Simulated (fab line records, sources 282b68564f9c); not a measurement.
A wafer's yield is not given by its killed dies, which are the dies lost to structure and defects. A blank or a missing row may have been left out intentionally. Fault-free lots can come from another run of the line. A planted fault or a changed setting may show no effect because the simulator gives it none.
A lot that was struck, set against a sound lot + flow ritCmos + 15 steps out of a route of 202
Sound: the wafers L115.1, L115.2, L115.5. Wafers struck: L111.1, L111.3, L111.5. The cause comes at the end.
Order at every step that has rows: each side's tool, ch and its chambers, its first start. Under that, the readings that differ: sound wafers + struck wafers + difference of the means + sigmas: that difference in standard deviations of wafers without a fault.
alike: readings with means less than 2 such deviations apart, plus words and numbers identical on both sides. not compared: withheld readings, readings lacking a value on some wafer, bounds such as >300 that could conceal the same value, and numbers that have no deviation in the record and whose values overlap.
The two part at a step that has a row with sigmas, a row that says differs or no value, or rows on one side only. When numbers do not overlap yet have no deviation, they are printed without sigmas and do not part them. A reading missing from all wafers of one side parts the sides only when that side holds two or more wafers.

first, 4 steps without rows for these wafers: RIT_REOX_CLEAN_00 (cleans in SC1, time 600 s); RIT_REOX_CLEAN_01 (cleans in dHF, time 30 s); RIT_REOX_CLEAN_02 (cleans in SC2, time 600 s); RIT_REOX_OXIDATION_03 (target thk 25.2 nm, ox time 5580 s).
RIT_REOX_THK_MEAS_04:
  sound: filmMetro-02 at day 6 12:05; struck: filmMetro-03 at day 5 16:05
  alike: REOX_OXIDE_THK
then, 6 steps without rows for these wafers: RIT_NLDD_HMDS_00 (prime time 60 s); RIT_NLDD_COAT_01 (resist thk 1000 nm); RIT_NLDD_SOFTBAKE_02 (time 60 s); RIT_NLDD_EXPOSE_03 (exposes mask M7, target cd 40700 nm); RIT_NLDD_PEB_04; RIT_NLDD_DEVELOP_05 (develop time 50 s).
RIT_NLDD_OVL_MEAS_06:
  sound: overlay-02 at day 6 13:07; struck: overlay-01 at day 5 17:04
  alike: NLDD_OVL
RIT_NLDD_HARDBAKE_07: time 60 s.
  sound on lithoTrack-04 ch 0, day 6 13:10; struck on lithoTrack-03 ch 0, day 5 17:16
| reading               | sound                | struck               | difference | sigmas |
|-----------------------|----------------------|----------------------|------------|--------|
| heaterPowerTotalW (W) | 62.54 62.56 62.52    | 63.77 63.86 63.86    | +1.29      | +28    |
| plateTempC (C)        | 139.96 139.95 139.98 | 142.32 142.30 142.36 | +2.36      | +18    |
  alike: chillPlateTempC
then, 1 step without rows for these wafers: RIT_NLDD_IMPLANT_08.
RIT_M1_PROBE_99:
  sound: prober-01 at day 7 05:16; struck: prober-01 at day 6 08:47
  alike: killedAtContacts, killedAtFrontEnd, killedDies, killedOpen, killedShort

WHERE THEY PART
Only at RIT_NLDD_HARDBAKE_07, as far as this record shows. Later steps at which nothing parts them and some readings are alike: RIT_M1_PROBE_99.

WHY: what had been put in by the simulator
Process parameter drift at RIT_NLDD_HARDBAKE_07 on lithoTrack-03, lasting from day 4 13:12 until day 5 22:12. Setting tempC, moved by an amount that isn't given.
